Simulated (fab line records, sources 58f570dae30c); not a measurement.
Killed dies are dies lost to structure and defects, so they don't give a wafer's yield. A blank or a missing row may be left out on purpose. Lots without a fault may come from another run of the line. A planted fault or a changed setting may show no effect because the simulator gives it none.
Problem report in the 8D (eight disciplines) form, filled by code | flow berkeley_cmos170 | the parts of the form that need people (team, actions taken, sign-off) are left out

1. THE PROBLEM
cd_nm at UCB170_CONTACT_CD_MEAS_15 reads a mean of 720.7 nm on 6 wafers of 2 lots; wafers without a fault read 699.8 nm with a standard deviation of 1.5. That is +14 standard deviations from the usual mean.
The step: target cd 700 nm.
First seen on wafer L858.2, day 10 08:45, on cd_sem-01. The record holds 42 wafers of 14 lots with a number at this step. Rule for "out", or "out of limits": more than 4 standard deviations from the usual mean. The other wafers with a number count as sound.

2. WHAT IT IS AND WHAT IT IS NOT
question                    | is                     | is not
which readings at this step | cd_nm                  | -
which lots                  | L858, L859             | L842, L843, L844, L845, L847, L848, L849, L851, L853, L860, L862, L863
which wafers of those lots  | all that have a number | -
read on which gauges        | cd_sem-01, cd_sem-02   | -
when                        | from day 10 08:45      | up to then (27 sound wafers); but 9 sound wafers of L860, L862, L863 came after

3. SUSPECTS, AND WHAT RULES EACH OUT
Counting: a tool at a process step up to the reading stays a suspect if it ran every lot that is out and no sound lot after the first of them.
- the gauge at UCB170_CONTACT_CD_MEAS_15: ruled out. The wafers that are out were read on 2 gauges (cd_sem-01, cd_sem-02).
- litho_track-04 at UCB170_CONTACT_SOFTBAKE_11 (time 60 s): kept. It ran every lot that is out, first L858 (day 10 08:00), and no sound lot after that; its last sound lot up to then is L851 (day 9 01:00). Its own readings are out on those wafers: heater_power_total_W, plate_temp_C.
Left after counting: litho_track-04 at UCB170_CONTACT_SOFTBAKE_11.

4. THE CAUSE (what the simulator had put in)
Process parameter drift: litho_track-04, from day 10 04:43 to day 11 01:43, at UCB170_CONTACT_SOFTBAKE_11. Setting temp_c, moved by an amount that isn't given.
Counting left only this tool.

5. THE CHAIN OF EFFECTS, in route order
Each row: a reading whose mean over the struck wafers that have a number lies more than 3 standard deviations from the usual. Only readings for which the record gives a usual standard deviation are gone through. hours: the time from each lot's start at the first step in this table that gives one to its start at this step, as a median over the lots. sigmas: the change in usual standard deviations.
hours | step                       | reading              | usual    | on struck wafers | change | sigmas
0     | UCB170_CONTACT_SOFTBAKE_11 | heater_power_total_W | 56.80 W  | 61.25            | +4.45  | +99
0     | UCB170_CONTACT_SOFTBAKE_11 | plate_temp_C         | 130.00 C | 137.69           | +7.69  | +55
1     | UCB170_CONTACT_CD_MEAS_15  | cd_nm                | 699.8 nm | 720.7            | +20.9  | +14
The process steps in it:
- UCB170_CONTACT_SOFTBAKE_11: time 60 s.

6. WHAT WOULD HAVE CAUGHT IT SOONER
In this record the first reading out of limits at a measuring or inspecting step was taken at day 10 08:45, 4 hours after the fault began at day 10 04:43.
The tool's own readings at UCB170_CONTACT_SOFTBAKE_11 were out on every struck wafer that the step has a row for (heater_power_total_W, plate_temp_C): an alarm limit on them would have fired on the first of those.
Of the lots that are out (2), L859 began UCB170_CONTACT_SOFTBAKE_11 on litho_track-04 after day 10 08:45. A hold on the tool at that time would have spared it.
